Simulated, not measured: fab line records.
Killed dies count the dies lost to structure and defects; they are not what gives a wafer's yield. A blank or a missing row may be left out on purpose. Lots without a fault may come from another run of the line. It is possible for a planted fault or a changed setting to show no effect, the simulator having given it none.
Which tool did it?    flow rit-cmos    15 lots with 45 wafers sampled at 2 steps, on a route of 202 steps

WHAT EACH GAUGE READ, for each wafer
RIT_NRETRO_TW_MEAS_10. Usual: NRETRO_TW 1046, standard deviation 6.4.
lot   measured     on             NRETRO_TW       flag
L919  day 2 10:52  film-metro-01  1039 1040 1041  
L920  day 2 16:19  film-metro-01  1043 1039 1042  
L921  day 2 22:13  film-metro-02  1053 1059 1057  
L922  day 3 02:16  film-metro-01  1047 1037 1036  
L923  day 3 07:12  film-metro-03  1040 1040 1042  
L924  day 3 11:18  film-metro-01  1038 1044 1035  
L925  day 3 17:58  film-metro-01  1034 1046 1041  
L927  day 4 04:29  film-metro-03  1045 1051 1047  
L928  day 4 07:44  film-metro-01  1047 1048 1047  
L929  day 4 13:26  film-metro-03  1308 1307 1299  OFF
L930  day 4 18:55  film-metro-02  1305 1308 1319  OFF
L931  day 4 23:17  film-metro-01  1052 1047 1042  
L934  day 5 15:36  film-metro-02  1317 1314 1314  OFF
L939  day 6 16:02  film-metro-01  1044 1045 1046  
L940  day 6 22:50  film-metro-02  1059 1058 1055  

TOOL THAT RAN EACH LOT (tool first, then ch and the chambers of the sampled wafers, then the start)
lot   RIT_NRETRO_IMPLANT_08
L919  implanter-04 ch 0, day 2 10:32
L920  implanter-01 ch 0, day 2 15:59
L921  implanter-04 ch 0, day 2 21:54
L922  implanter-04 ch 0, day 3 01:56
L923  implanter-04 ch 0, day 3 06:55
L924  implanter-02 ch 0, day 3 10:59
L925  implanter-02 ch 0, day 3 17:39
L927  implanter-01 ch 0, day 4 04:11
L928  implanter-02 ch 0, day 4 07:26
L929  implanter-02 ch 0, day 4 12:50
L930  implanter-04 ch 0, day 4 18:17
L931  implanter-01 ch 0, day 4 22:59
L934  implanter-04 ch 0, day 5 14:59
L939  implanter-01 ch 0, day 6 15:44
L940  implanter-02 ch 0, day 6 22:31
- RIT_NRETRO_IMPLANT_08

WHAT THE TOOLS THEMSELVES READ (means of the sampled wafers that have a number; where no wafer has one, the mark that the record gives instead)
The record holds no such reading with a usual standard deviation.

THE ANSWER, worked out from the rows above alone
Rule: a lot is off if the mean of its wafers that have a number lies more than 3 standard deviations from the usual mean. A lot without any number at a reading at which 4 lots or more have one is off too. All remaining lots with rows at the step are treated as sound. The gauges are gone through in route order, then the tools' own readings, and for those a lot's mean is taken as printed above. The first step at which some lot is off is used, and at that step the reading that is off furthest; a lot without a number counts as furthest.
Off: at RIT_NRETRO_TW_MEAS_10 (NRETRO_TW), L929, L930, L934.
A tool fits if, at a process step before that reading, it ran every lot that is off, and no sound lot after the first of them. The gauges at RIT_NRETRO_TW_MEAS_10 are tried like those tools. No candidate that was tried fits.

WHAT THE SIMULATOR HAD INSERTED
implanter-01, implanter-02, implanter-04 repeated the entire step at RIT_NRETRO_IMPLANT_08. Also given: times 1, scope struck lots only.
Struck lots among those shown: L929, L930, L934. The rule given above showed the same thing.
